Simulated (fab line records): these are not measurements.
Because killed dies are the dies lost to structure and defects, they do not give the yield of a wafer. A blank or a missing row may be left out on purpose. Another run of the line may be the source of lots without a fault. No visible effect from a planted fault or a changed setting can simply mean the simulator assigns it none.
A lot that was struck, set against a sound lot ; flow rit_cmos ; 44 steps out of a route of 202
Sound: wafers L386.2, L386.5, L386.6. Wafers struck: L388.1, L388.3, L388.5. The cause is given at the end.
Order at every step that has rows: each side's tool, ch and its chambers, its first start. Under that, the readings that differ: sound wafers ; struck wafers ; difference of the means ; sigmas: that difference in standard deviations of wafers without a fault.
alike: readings with means less than 2 such deviations apart, plus words and numbers identical on both sides. not compared: withheld readings, readings lacking a value on some wafer, bounds such as >300 that could conceal the same value, and numbers that have no deviation in the record and whose values overlap.
A row with sigmas, a row that says differs or no value, or rows on one side alone: a step with any of these is where the two part. When numbers do not overlap yet have no deviation, they are printed without sigmas and do not part them. A reading missing from all wafers of one side parts the sides only when that side holds two or more wafers.

first, 3 steps without rows for these wafers: RIT_REOX_CLEAN_01 (cleans in dHF, time 30 s); RIT_REOX_CLEAN_02 (cleans in SC2, time 600 s); RIT_REOX_OXIDATION_03 (target thk 25.2 nm, ox time 5580 s).
RIT_REOX_THK_MEAS_04:
  sound: film_metro-04 at day 3 13:23; struck: film_metro-02 at day 3 22:34
  alike: REOX_OXIDE_THK
then, 6 steps without rows for these wafers: RIT_NLDD_HMDS_00 (prime time 60 s); RIT_NLDD_COAT_01 (resist thk 1000 nm); RIT_NLDD_SOFTBAKE_02 (time 60 s); RIT_NLDD_EXPOSE_03 (exposes mask M7, target cd 40700 nm); RIT_NLDD_PEB_04; RIT_NLDD_DEVELOP_05 (develop time 50 s).
RIT_NLDD_OVL_MEAS_06:
  sound: overlay-01 at day 3 14:25; struck: overlay-01 at day 3 23:36
  alike: NLDD_OVL
then, 1 step without rows for these wafers: RIT_NLDD_HARDBAKE_07 (time 60 s).
RIT_NLDD_IMPLANT_08:
  sound on implanter-03 ch 0, day 3 14:37; struck on implanter-04 ch 0, day 3 23:47
reading;sound;struck;difference;sigmas
dose_ions_cm2;5.001e+14 4.988e+14 5.001e+14;3.588e+14 3.598e+14 3.583e+14;-1.407e+14;-99 or more
faraday_current_uA;1571 1589 1630;1108 1140 1172;-457;-15
  alike: beam_on_s, tilt_deg
RIT_NLDD_STRIP_09: strips in O2, time 180 s.
  sound on plasma_asher-01 ch 0,1, day 3 14:44; struck on plasma_asher-04 ch 0,1, day 3 23:56
  alike: chamber_pressure_mTorr, drypump_motor_current_A
  not compared: rf_hours_counter_h
RIT_NLDD_TW_MEAS_10:
  sound: film_metro-04 at day 3 14:56; struck: film_metro-04 at day 4 00:07
reading;sound;struck;difference;sigmas
NLDD_TW;2510 2497 2505;2264 2266 2269;-238;-17
then, 6 steps without rows for these wafers: RIT_PLDD_HMDS_00 (prime time 60 s); RIT_PLDD_COAT_01 (resist thk 1000 nm); RIT_PLDD_SOFTBAKE_02 (time 60 s); RIT_PLDD_EXPOSE_03 (exposes mask M8, target cd 40900 nm); RIT_PLDD_PEB_04; RIT_PLDD_DEVELOP_05 (develop time 50 s).
RIT_PLDD_OVL_MEAS_06:
  sound: overlay-02 at day 3 15:58; struck: overlay-01 at day 4 01:02
  alike: PLDD_OVL
then, 2 steps without rows for these wafers: RIT_PLDD_HARDBAKE_07 (time 60 s); RIT_PLDD_IMPLANT_08.
RIT_PLDD_STRIP_09: strips in O2, time 180 s.
  sound on plasma_asher-04 ch 0,1, day 3 16:17; struck on plasma_asher-04 ch 0,1, day 4 01:22
  alike: chamber_pressure_mTorr, drypump_motor_current_A
  not compared: rf_hours_counter_h
RIT_PLDD_TW_MEAS_10:
  sound: film_metro-03 at day 3 16:28; struck: film_metro-01 at day 4 01:32
  alike: PLDD_TW
then, 4 steps without rows for these wafers: RIT_SPACER_CLEAN_00 (cleans in SC1, time 600 s); RIT_SPACER_CLEAN_01 (cleans in dHF, time 30 s); RIT_SPACER_CLEAN_02 (cleans in SC2, time 600 s); RIT_SPACER_CVD_03 (deposits Si3N4 from SiH2Cl2/NH3, target thk 250 nm, time 3300 s).
RIT_SPACER_THK_MEAS_04:
  sound: film_metro-01 at day 3 18:52; struck: film_metro-04 at day 4 03:56
  alike: SPACER_NITRIDE_THK
RIT_SPACER_ETCHBACK_05: etches Si3N4 in SF6/CHF3, stops on SiO2, target depth 250 nm, time 240 s.
  sound on rie_diel-04 ch 0,1,2, day 3 18:55; struck on rie_diel-01 ch 0,1, day 4 03:59
  alike: CHF3_flow_sccm, chamber_pressure_mTorr, drypump_motor_current_A, oes_product_au, rf_fwd_power_W, throttle_valve_pct
  not compared: rf_hours_counter_h
then, 6 steps without rows for these wafers: RIT_NSD_HMDS_00 (prime time 60 s); RIT_NSD_COAT_01 (resist thk 1000 nm); RIT_NSD_SOFTBAKE_02 (time 60 s); RIT_NSD_EXPOSE_03 (exposes mask M9, target cd 40700 nm); RIT_NSD_PEB_04; RIT_NSD_DEVELOP_05 (develop time 50 s).
RIT_NSD_OVL_MEAS_06:
  sound: overlay-02 at day 3 19:55; struck: overlay-02 at day 4 05:15
  alike: NSD_OVL
then, 2 steps without rows for these wafers: RIT_NSD_HARDBAKE_07 (time 60 s); RIT_NSD_IMPLANT_08.
RIT_NSD_STRIP_09: strips in O2, time 180 s.
  sound on plasma_asher-01 ch 0,1, day 3 20:15; struck on plasma_asher-01 ch 0,1, day 4 05:35
  alike: chamber_pressure_mTorr, drypump_motor_current_A
  not compared: rf_hours_counter_h
RIT_SDANNEAL_RS_MEAS_07: uses a four-point probe to measure.
  sound: film_metro-01 at day 3 22:52; struck: film_metro-04 at day 4 08:07
reading;sound;struck;difference;sigmas
NLDD_RS (ohm/sq);152.0 151.8 151.8;199.2 198.9 198.5;+47.0;+84
RIT_M1_PROBE_99:
  sound: prober-01 at day 4 06:02; struck: prober-01 at day 4 16:01
reading;sound;struck;difference;sigmas
model.etest.nmos_0p15.r_on_ohm_um;1160 1138 1107;1203 1314 1263;+125;
model.etest.nmos_0p3.r_on_ohm_um;2191 2185 2155;2280 2353 2300;+134;
model.etest.nldd.rs_ohm_sq;372.3 382.9 375;468.9 485.4 470.6;+98.2;
model.etest.nmos_turned.drive_ua_um;324.8 316.4 321;246.2 228.1 246.4;-80.5;
model.etest.nmos_0p15.drive_ua_um;463.4 468.8 462.3;431.2 416 416.9;-43.5;
model.etest.nldd.line_ohm_um;117.2 119.3 118.6;147.3 152.6 148.3;+31.0;
model.etest.nmos_narrow.drive_ua_um;229.7 227.5 223.4;211.8 211.7 213;-14.7;
model.etest.nmos_0p3.drive_ua_um;225.6 224.6 218.6;213.9 210.2 212;-10.9;
  alike: killed_at_contacts, killed_at_front_end, killed_dies, killed_open, killed_short

== WHERE THEY PART ==
First at RIT_NLDD_IMPLANT_08; last, within this record, at RIT_SDANNEAL_RS_MEAS_07. Later steps at which nothing parts them and some readings are alike: RIT_M1_PROBE_99.

WHY: the cause the simulator had injected
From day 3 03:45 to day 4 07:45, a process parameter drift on implanter-04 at RIT_NLDD_IMPLANT_08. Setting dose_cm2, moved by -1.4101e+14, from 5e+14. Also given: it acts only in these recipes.
